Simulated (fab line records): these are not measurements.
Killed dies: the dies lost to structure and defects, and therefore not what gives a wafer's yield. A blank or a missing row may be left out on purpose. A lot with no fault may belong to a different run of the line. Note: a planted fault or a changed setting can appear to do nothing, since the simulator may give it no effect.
Chamber matching + flow berkeleyCmos170 + 4 sister chambers for UCB170_V2_CMP_02 on cmp-02
The step polishes SiO2. 4 wafers are shown with their chamber, then 9 later ones without.

WAFERS WITH THEIR CHAMBER
| wafer  | chamber | motorCurrentA (A) |
|--------|---------|-------------------|
| L117.1 | 2       | 17.1              |
| L118.2 | 3       | 14.9              |
| L118.5 | 0       | 16.2              |
| L118.6 | 1       | 17.1              |

WAFERS MISSING THEIR CHAMBER
| wafer  | motorCurrentA (A) |
|--------|-------------------|
| L119.1 | 17.5              |
| L119.3 | 16.7              |
| L119.4 | 15.8              |
| L122.4 | 15.2              |
| L122.5 | 16.2              |
| L122.6 | 15.5              |
| L123.2 | 17.3              |
| L123.4 | 15.6              |
| L123.5 | 15.9              |

WHICH CHAMBER EACH WENT THROUGH
| wafer  | from the rows above          | in truth |
|--------|------------------------------|----------|
| L119.1 | can't be placed: 1 or 2      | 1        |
| L119.3 | can't be placed: 1 or 2 or 0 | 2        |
| L119.4 | can't be placed: 0 or 3      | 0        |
| L122.4 | can't be placed: 3 or 0      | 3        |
| L122.5 | 0                            | 0        |
| L122.6 | can't be placed: 3 or 0      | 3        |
| L123.2 | can't be placed: 1 or 2      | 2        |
| L123.4 | can't be placed: 0 or 3      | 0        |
| L123.5 | can't be placed: 0 or 3      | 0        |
Correct placement for 1 of the 9. Cannot be placed on the basis of these rows: 8; the candidates contain the true chamber in 8. Placed wrongly: 0.
How it was worked out, from the rows above alone: a wafer's distance from a chamber is the root of the sum, over the readings, of the square of ((its reading less the chamber's mean) divided by the reading's scatter). If the next closest chamber is less than 2 further off than the closest, the wafer can't be placed; otherwise it belongs to the closest. Each chamber's mean is taken over the wafers shown for it. The scatter (one wafer shown for each chamber): square how far every hidden wafer sits from the nearest shown wafer, average those squares and take the square root.
